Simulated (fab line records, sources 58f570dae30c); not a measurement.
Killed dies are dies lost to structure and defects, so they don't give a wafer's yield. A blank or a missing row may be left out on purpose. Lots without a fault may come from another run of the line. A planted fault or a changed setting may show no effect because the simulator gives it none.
One fault seen from 2 desks | flow berkeley_cmos170 | each desk has only its own numbers; what lay behind them comes last

THE METROLOGY DESK
What the gauges read, lot by lot, whatever tool the lot ran on: means of the sampled wafers that have a number. A lot is out of limits, marked OUT, if its mean lies more than 4 standard deviations from the usual mean; the brackets give that distance.
Columns: A = NWELL_OXIDE_THK at UCB170_NWELL_THK_MEAS_02, usual 26.7 nm; B = NWELL_TW at UCB170_NWELL_TW_MEAS_16, usual 1242; C = GATE_OXIDE_THK at UCB170_GATE_THK_MEAS_02, usual 6.60 nm; D = cd_nm at UCB170_GATE_CD_MEAS_90, usual 349.8 nm
lot  | first seen here | A    | B               | C    | D
L955 | day 2 04:09     | 25.9 | 1245            | 6.73 | 349.6
L956 | day 2 07:22     | 26.8 | 1244            | 6.78 | 348.0
L958 | day 2 17:55     | 27.1 | 1244            | 6.80 | 349.9
L959 | day 2 23:31     | 26.3 | 1244            | 6.58 | 350.7
L960 | day 3 04:01     | 27.3 | 1211 (-5.3) OUT | 6.46 | 349.5
L961 | day 3 04:02     | 27.8 | 1213 (-5.1) OUT | 6.62 | 349.0
L962 | day 3 11:23     | 27.0 | 1246            | 6.45 | 348.6
L963 | day 3 15:03     | 27.3 | 1215 (-4.7) OUT | 6.58 | 350.8
L968 | day 4 16:19     | 26.2 | 1243            | 6.40 | 348.4
L971 | day 5 12:37     | 26.9 | 1240            | 6.57 | 348.8
L972 | day 5 12:38     | 26.3 | 1250            | 6.73 | 348.4
L974 | day 5 18:13     | 25.7 | 1241            | 6.61 | 346.9
L976 | day 6 10:25     | 27.1 | 1234            | 6.75 | 350.3
L977 | day 6 10:25     | 27.0 | 1250            | 6.35 | 348.0
L978 | day 6 17:37     | 27.4 | 1243            | 6.81 | 349.1
This desk's finding: out of limits on L960, L961, L963; first on L961, day 3 11:31 (NWELL_TW at UCB170_NWELL_TW_MEAS_16). In limits: L955, L956, L958, L959, L962, L968, L971, L972, L974, L976, L977, L978.

THE TOOL OWNER'S DESK: implanter-01
The tool's own readings at UCB170_NWELL_IMPLANT_14: means of the sampled wafers that have a number, for each lot that ran on this tool. A lot is out of limits, marked OUT, if its mean lies more than 4 standard deviations from the usual mean; the brackets give that distance.
Columns: A = dose_ions_cm2 at UCB170_NWELL_IMPLANT_14, usual 1.0001e+13; B = faraday_current_uA at UCB170_NWELL_IMPLANT_14, usual 31.7
lot  | first seen here | A                    | B
L958 | day 3 01:16     | 1.0003e+13           | 31.6
L959 | day 3 06:18     | 1.0009e+13           | 31.6
L961 | day 3 11:18     | 9.2060e+12 (-80) OUT | 28.8 (-4.7) OUT
L960 | day 3 11:24     | 9.1970e+12 (-81) OUT | 29.4
L963 | day 3 22:34     | 9.2070e+12 (-80) OUT | 29.5
This desk's finding: out of limits on L960, L961, L963; first on L961, day 3 11:18 (dose_ions_cm2 at UCB170_NWELL_IMPLANT_14). In limits: L958, L959.

PUT TOGETHER
The tool owner's desk could have raised an alarm at day 3 11:18, on L960, L961, L963.
The metrology desk could have raised an alarm at day 3 11:31, on L960, L961, L963.
Of the lots named, all ran UCB170_NWELL_IMPLANT_14 on implanter-01.

WHAT THE SIMULATOR HAD PUT IN
Process parameter drift: implanter-01, from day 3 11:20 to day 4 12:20, at UCB170_NWELL_IMPLANT_14. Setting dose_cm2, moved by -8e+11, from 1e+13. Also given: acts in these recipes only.
Lots struck among those shown: L960, L961, L963.
